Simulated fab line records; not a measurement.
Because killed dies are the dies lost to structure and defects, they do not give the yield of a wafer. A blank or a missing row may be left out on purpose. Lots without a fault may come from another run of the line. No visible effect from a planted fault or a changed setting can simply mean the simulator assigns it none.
Split-lot trial || flow ritCmos || on a route of 202 steps: 5 lots, 23 wafers read

THE SPLIT
At RIT_PLDD_COAT_01 (resist thk 1000 nm), the setting resistThkNm was moved away from the recipe's 1000 nm on 9 of the 23 wafers read, by -2.5% to +5.9%. The other wafers ran this setting at the recipe's value.

FROM THE SPLIT TO THE READING: what the file shows between them, 3 steps
- RIT_PLDD_SOFTBAKE_02: time 60 s
- RIT_PLDD_EXPOSE_03: exposes mask M8, target cd 40900 nm
- RIT_PLDD_DEVELOP_05: develop time 50 s

THE READING
NOVOLAK_of_PLDD_COAT_01.thkNm (the simulator's own value, which no gauge read), in nm, at RIT_PLDD_HARDBAKE_07 (time 60 s). There is no usual value for it anywhere in the file. The 14 wafers here that ran the recipe average 884.5 nm, standard deviation 1.9 nm.

{"wafer": "L074.1", "tool, chamber at the split": "lithoTrack-03, 0", "resistThkNm as run, nm": 1000, "against the recipe": "recipe", "NOVOLAK_of_PLDD_COAT_01.thkNm, nm": 882.4, "against lot-mates on the recipe": "-"}
{"wafer": "L074.2", "tool, chamber at the split": "lithoTrack-03, 0", "resistThkNm as run, nm": 1000, "against the recipe": "recipe", "NOVOLAK_of_PLDD_COAT_01.thkNm, nm": 881.7, "against lot-mates on the recipe": "-"}
{"wafer": "L074.6", "tool, chamber at the split": "lithoTrack-03, 0", "resistThkNm as run, nm": 1000, "against the recipe": "recipe", "NOVOLAK_of_PLDD_COAT_01.thkNm, nm": 881.7, "against lot-mates on the recipe": "-"}
{"wafer": "L074.3", "tool, chamber at the split": "lithoTrack-03, 0", "resistThkNm as run, nm": 1000, "against the recipe": "recipe", "NOVOLAK_of_PLDD_COAT_01.thkNm, nm": 882.8, "against lot-mates on the recipe": "-"}
{"wafer": "L074.4", "tool, chamber at the split": "lithoTrack-03, 0", "resistThkNm as run, nm": 1000, "against the recipe": "recipe", "NOVOLAK_of_PLDD_COAT_01.thkNm, nm": 882.3, "against lot-mates on the recipe": "-"}
{"wafer": "L075.1", "tool, chamber at the split": "lithoTrack-03, 0", "resistThkNm as run, nm": 1000, "against the recipe": "recipe", "NOVOLAK_of_PLDD_COAT_01.thkNm, nm": 886.5, "against lot-mates on the recipe": "-"}
{"wafer": "L075.2", "tool, chamber at the split": "lithoTrack-03, 0", "resistThkNm as run, nm": 974.8, "against the recipe": "-2.5%", "NOVOLAK_of_PLDD_COAT_01.thkNm, nm": 864.3, "against lot-mates on the recipe": -21.7}
{"wafer": "L075.4", "tool, chamber at the split": "lithoTrack-03, 0", "resistThkNm as run, nm": 974.8, "against the recipe": "-2.5%", "NOVOLAK_of_PLDD_COAT_01.thkNm, nm": 863.8, "against lot-mates on the recipe": -22.2}
{"wafer": "L075.5", "tool, chamber at the split": "lithoTrack-03, 0", "resistThkNm as run, nm": 974.8, "against the recipe": "-2.5%", "NOVOLAK_of_PLDD_COAT_01.thkNm, nm": 862.4, "against lot-mates on the recipe": -23.6}
{"wafer": "L075.6", "tool, chamber at the split": "lithoTrack-03, 0", "resistThkNm as run, nm": 1000, "against the recipe": "recipe", "NOVOLAK_of_PLDD_COAT_01.thkNm, nm": 885.5, "against lot-mates on the recipe": "-"}
{"wafer": "L078.1", "tool, chamber at the split": "lithoTrack-03, 0", "resistThkNm as run, nm": 1000, "against the recipe": "recipe", "NOVOLAK_of_PLDD_COAT_01.thkNm, nm": 887.5, "against lot-mates on the recipe": "-"}
{"wafer": "L078.3", "tool, chamber at the split": "lithoTrack-03, 0", "resistThkNm as run, nm": 1000, "against the recipe": "recipe", "NOVOLAK_of_PLDD_COAT_01.thkNm, nm": 887, "against lot-mates on the recipe": "-"}
{"wafer": "L078.4", "tool, chamber at the split": "lithoTrack-03, 0", "resistThkNm as run, nm": 1000, "against the recipe": "recipe", "NOVOLAK_of_PLDD_COAT_01.thkNm, nm": 885.6, "against lot-mates on the recipe": "-"}
{"wafer": "L080.1", "tool, chamber at the split": "lithoTrack-02, 0", "resistThkNm as run, nm": 1035, "against the recipe": "+3.5%", "NOVOLAK_of_PLDD_COAT_01.thkNm, nm": 912.7, "against lot-mates on the recipe": "+28.1"}
{"wafer": "L080.2", "tool, chamber at the split": "lithoTrack-02, 0", "resistThkNm as run, nm": 1000, "against the recipe": "recipe", "NOVOLAK_of_PLDD_COAT_01.thkNm, nm": 884.7, "against lot-mates on the recipe": "-"}
{"wafer": "L080.3", "tool, chamber at the split": "lithoTrack-02, 0", "resistThkNm as run, nm": 1035, "against the recipe": "+3.5%", "NOVOLAK_of_PLDD_COAT_01.thkNm, nm": 911.2, "against lot-mates on the recipe": "+26.6"}
{"wafer": "L080.4", "tool, chamber at the split": "lithoTrack-02, 0", "resistThkNm as run, nm": 1000, "against the recipe": "recipe", "NOVOLAK_of_PLDD_COAT_01.thkNm, nm": 884.5, "against lot-mates on the recipe": "-"}
{"wafer": "L080.6", "tool, chamber at the split": "lithoTrack-02, 0", "resistThkNm as run, nm": 1035, "against the recipe": "+3.5%", "NOVOLAK_of_PLDD_COAT_01.thkNm, nm": 914.6, "against lot-mates on the recipe": "+30.0"}
{"wafer": "L084.1", "tool, chamber at the split": "lithoTrack-01, 0", "resistThkNm as run, nm": 1059, "against the recipe": "+5.9%", "NOVOLAK_of_PLDD_COAT_01.thkNm, nm": 935.1, "against lot-mates on the recipe": "+49.9"}
{"wafer": "L084.2", "tool, chamber at the split": "lithoTrack-01, 0", "resistThkNm as run, nm": 1000, "against the recipe": "recipe", "NOVOLAK_of_PLDD_COAT_01.thkNm, nm": 885.6, "against lot-mates on the recipe": "-"}
{"wafer": "L084.3", "tool, chamber at the split": "lithoTrack-01, 0", "resistThkNm as run, nm": 1000, "against the recipe": "recipe", "NOVOLAK_of_PLDD_COAT_01.thkNm, nm": 884.9, "against lot-mates on the recipe": "-"}
{"wafer": "L084.4", "tool, chamber at the split": "lithoTrack-01, 0", "resistThkNm as run, nm": 1059, "against the recipe": "+5.9%", "NOVOLAK_of_PLDD_COAT_01.thkNm, nm": 937, "against lot-mates on the recipe": "+51.8"}
{"wafer": "L084.5", "tool, chamber at the split": "lithoTrack-01, 0", "resistThkNm as run, nm": 1059, "against the recipe": "+5.9%", "NOVOLAK_of_PLDD_COAT_01.thkNm, nm": 936.5, "against lot-mates on the recipe": "+51.2"}

FIT RESULTS
A straight line over all 23 wafers: NOVOLAK_of_PLDD_COAT_01.thkNm changes by +8.56 nm for each +1% of resistThkNm; r = +1.00; the points scatter about the line by 1.9 nm.
The same after taking each lot's own level away (the mean of its wafers on the recipe; 23 wafers): +8.58 nm for each +1%; r = +1.00; scatter 1.1 nm.
That fit puts the effect of the largest move of resistThkNm on the reading at 51 nm.
The span of the lots' own levels, 882.18 to 886.70 nm, comes to 2.4 times the standard deviation stated above.
The two slopes agree, so the slope changes little with the lot-to-lot level.
Check: with one of the wafers moved furthest among these (+5.9%) left out of the fit, the line predicts +50.4 nm for it against its lot-mates. Against them it came out at +49.9 nm.

OTHER SPLITS APPLIED TO THESE WAFERS
Note: prior to the reading, these wafers also went through further splits. Each is held against what the fit with the lots' levels taken away leaves over:
{"other split on the same wafers": "RIT_ACTIVE_OXIDATION_01 oxTimeS", "wafers away from the commonest value": 18, "r with NOVOLAK_of_PLDD_COAT_01.thkNm (lot level and that fit taken away)": -0.24}
{"other split on the same wafers": "RIT_ACTIVE_DEVELOP_10 developTimeS", "wafers away from the commonest value": 11, "r with NOVOLAK_of_PLDD_COAT_01.thkNm (lot level and that fit taken away)": "+0.20"}
{"other split on the same wafers": "RIT_FOX2_OXIDATION_00 oxTimeS", "wafers away from the commonest value": 10, "r with NOVOLAK_of_PLDD_COAT_01.thkNm (lot level and that fit taken away)": "+0.31"}
{"other split on the same wafers": "RIT_PWELL_COAT_01 resistThkNm", "wafers away from the commonest value": 11, "r with NOVOLAK_of_PLDD_COAT_01.thkNm (lot level and that fit taken away)": -0.06}
{"other split on the same wafers": "RIT_PWELL_IMPLANT_08 energyKev", "wafers away from the commonest value": 4, "r with NOVOLAK_of_PLDD_COAT_01.thkNm (lot level and that fit taken away)": -0.36}
{"other split on the same wafers": "RIT_NRETRO_COAT_01 resistThkNm", "wafers away from the commonest value": 7, "r with NOVOLAK_of_PLDD_COAT_01.thkNm (lot level and that fit taken away)": "+0.49"}
{"other split on the same wafers": "RIT_GATE_OXIDATION_05 oxTimeS", "wafers away from the commonest value": 10, "r with NOVOLAK_of_PLDD_COAT_01.thkNm (lot level and that fit taken away)": "+0.43"}
{"other split on the same wafers": "RIT_GATE_DEVELOP_15 devTempC", "wafers away from the commonest value": 5, "r with NOVOLAK_of_PLDD_COAT_01.thkNm (lot level and that fit taken away)": "+0.52"}
{"other split on the same wafers": "RIT_NLDD_COAT_01 spinRpm", "wafers away from the commonest value": 8, "r with NOVOLAK_of_PLDD_COAT_01.thkNm (lot level and that fit taken away)": -0.07}
{"other split on the same wafers": "RIT_NLDD_IMPLANT_08 doseCm2", "wafers away from the commonest value": 8, "r with NOVOLAK_of_PLDD_COAT_01.thkNm (lot level and that fit taken away)": "+0.39"}

THE WHOLE CHAIN: every reading that the file lists as answering this split, in the file's order
{"step": "RIT_PLDD_COAT_01", "what it does": "resist thk 1000 nm", "reading": "NOVOLAK_of_PLDD_COAT_01.thkNm (the simulator's own value, which no gauge read)", "change (the file's fit)": "+9.76 nm for each +1% of the setting", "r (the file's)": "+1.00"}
{"step": "RIT_PLDD_HARDBAKE_07", "what it does": "time 60 s", "reading": "NOVOLAK_of_PLDD_COAT_01.thkNm (the simulator's own value, which no gauge read)", "change (the file's fit)": "+8.54 nm for each +1% of the setting", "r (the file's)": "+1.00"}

THE FILE'S OWN FIT
NOVOLAK_of_PLDD_COAT_01.thkNm changes by +8.54 nm for each +1% of resistThkNm, r = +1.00.
